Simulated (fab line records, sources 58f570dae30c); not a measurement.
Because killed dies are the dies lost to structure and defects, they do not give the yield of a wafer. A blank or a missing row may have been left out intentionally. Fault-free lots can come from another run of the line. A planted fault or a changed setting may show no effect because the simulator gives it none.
The same fault as seen by 2 desks | flow berkeley cmos170 | only its own numbers are on each desk; what lay behind them is given at the end

== FROM THE METROLOGY DESK ==
Lot by lot, what the gauges showed, no matter which tool ran the lot: averages of those sampled wafers that carry a number. If a lot's mean is further than 4 standard deviations from the usual mean, the lot is out of limits and carries the mark OUT (the distance appears in the brackets).
Columns: A = V2_TEOS_THK at UCB170_V2_THK_MEAS_01, usual 1995 nm; B = M3_AL_RS at UCB170_M3_RS_MEAS_02, usual 0.0322 ohm/sq
lot  | first seen here | A    | B
L252 | day 8 07:53     | 1986 | 0.0319
L251 | day 8 08:35     | 2033 | 0.0325
L254 | day 8 16:44     | 2015 | 0.0319
L253 | day 8 17:11     | 1990 | 0.0323
L255 | day 9 01:29     | 2011 | 0.0320
L260 | day 9 11:03     | 1989 | 0.0319
L259 | day 9 11:36     | 1991 | 0.0325
L257 | day 9 11:52     | 2024 | 0.0318
L265 | day 10 22:32    | 1977 | 0.0319
L266 | day 10 23:48    | 2032 | 0.0326
L267 | day 11 01:04    | 1972 | 0.0319
L268 | day 11 01:16    | 2026 | 0.0323
L272 | day 11 19:58    | 2009 | 0.0324
L274 | day 12 09:51    | 2005 | 0.0325
This desk's finding: nothing out of limits on any of the 14 lots.

== AT THE TOOL OWNER'S DESK: litho track-02 ==
The tool's own readings at UCB170_V2_DEVELOP_11 (develop time 45 s): means of the sampled wafers that have a number, for each lot that ran on this tool. If a lot's mean is further than 4 standard deviations from the usual mean, the lot is out of limits and carries the mark OUT (the distance appears in the brackets).
Columns: A = chill plate temp C at UCB170_V2_DEVELOP_11, usual 23.00 C; B = developer temp C at UCB170_V2_DEVELOP_11, usual 21.00 C
lot  | first seen here | A     | B
L252 | day 8 10:00     | 22.99 | 21.00
L251 | day 8 11:00     | 22.91 | 21.11
L255 | day 9 03:00     | 22.95 | 20.96
L259 | day 9 13:00     | 23.04 | 20.95
L266 | day 11 01:00    | 23.04 | 20.19 (-8.3) OUT
L267 | day 11 03:00    | 22.95 | 20.06 (-9.6) OUT
This desk's verdict: out of limits on L266, L267, starting with L266 at day 11 01:00 (developer temp C at UCB170_V2_DEVELOP_11). L252, L251, L255, L259: within limits.

== BROUGHT TOGETHER ==
The tool owner's desk had the chance to raise an alarm at day 11 01:00 on L266, L267.
At the metrology desk, nothing out of limits was observed.
The metrology desk holds a record of L266, L267, inside its limits.
All the named lots went through UCB170_V2_DEVELOP_11 on litho track-02.

== WHAT THE SIMULATOR HAD INSERTED ==
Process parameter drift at UCB170_V2_DEVELOP_11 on litho track-02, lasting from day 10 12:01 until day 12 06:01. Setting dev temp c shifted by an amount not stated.
Struck lots among those shown: L266, L267.
Delay in hours, fault start to first out-of-limits reading, by desk: the tool owner's desk at 13.
